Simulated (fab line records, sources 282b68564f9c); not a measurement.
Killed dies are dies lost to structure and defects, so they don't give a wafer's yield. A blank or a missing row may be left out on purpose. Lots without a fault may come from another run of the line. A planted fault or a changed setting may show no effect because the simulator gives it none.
Which tool did it? | flow rit_cmos | 7 lots, 21 wafers sampled, at 2 steps of a route of 202

WHAT THE GAUGES READ, wafer by wafer
RIT_GATE_OVL_MEAS_17.
lot  | measured    | on         | GATE_OVL (nm)
L533 | day 2 18:08 | overlay-02 | 1.1 1.4 1.2
L536 | day 3 09:22 | overlay-02 | -1.9 -0.3 -0.7
L539 | day 3 23:55 | overlay-02 | -0.2 -0.8 0.1
L541 | day 4 09:42 | overlay-02 | -147.3 -148.4 -147.0
L550 | day 6 06:54 | overlay-01 | 4.0 4.6 4.4
L552 | day 6 16:35 | overlay-02 | 1.5 2.4 0.4
L555 | day 7 06:55 | overlay-01 | -1.6 0.0 2.9

WHICH TOOL RAN EACH LOT (tool, then ch and the chambers of the sampled wafers, then the start)
lot  | RIT_GATE_EXPOSE_13
L533 | iline_stepper-02 ch 0, day 2 17:39
L536 | iline_stepper-01 ch 0, day 3 08:51
L539 | iline_stepper-01 ch 0, day 3 23:10
L541 | iline_stepper-01 ch 0, day 4 09:11
L550 | iline_stepper-02 ch 0, day 6 06:24
L552 | iline_stepper-02 ch 0, day 6 16:02
L555 | iline_stepper-02 ch 0, day 7 06:23
- RIT_GATE_EXPOSE_13: exposes mask M6, target cd 150 nm.

THE ANSWER, worked out from the rows above alone
Rule: what is usual is taken from the lots themselves. Put in order of their means at a reading, lots are off if they are a third of the lots or fewer, leave a main group of 4 or more, and stand apart from it by a gap of 3 or more times the standard deviation of the main group's means; of several such gaps the widest counts. A main group whose means are all the same, to the digits that the tables above print for the reading, isn't used. A lot without any number at a reading at which 4 lots or more have one is off too. The other lots that the step has rows for count as sound.
Off: L541, at RIT_GATE_OVL_MEAS_17 (GATE_OVL). The main group: mean 1.0 nm, standard deviation 1.7.
A tool fits if, at a process step before that reading, it ran every lot that is off, and no sound lot after the first of them. The gauges at RIT_GATE_OVL_MEAS_17 are tried like those tools. One fits: iline_stepper-01 at RIT_GATE_EXPOSE_13. Its last sound lot is L539 (day 3 23:10), its first lot that is off L541 (day 4 09:11): a fault that began between those two fits.

WHAT THE SIMULATOR HAD PUT IN
Scanner matching overlay: iline_stepper-01, from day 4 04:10 on, at RIT_GATE_EXPOSE_13. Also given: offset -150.
Lots struck among those shown: L541. The rule above found the same.
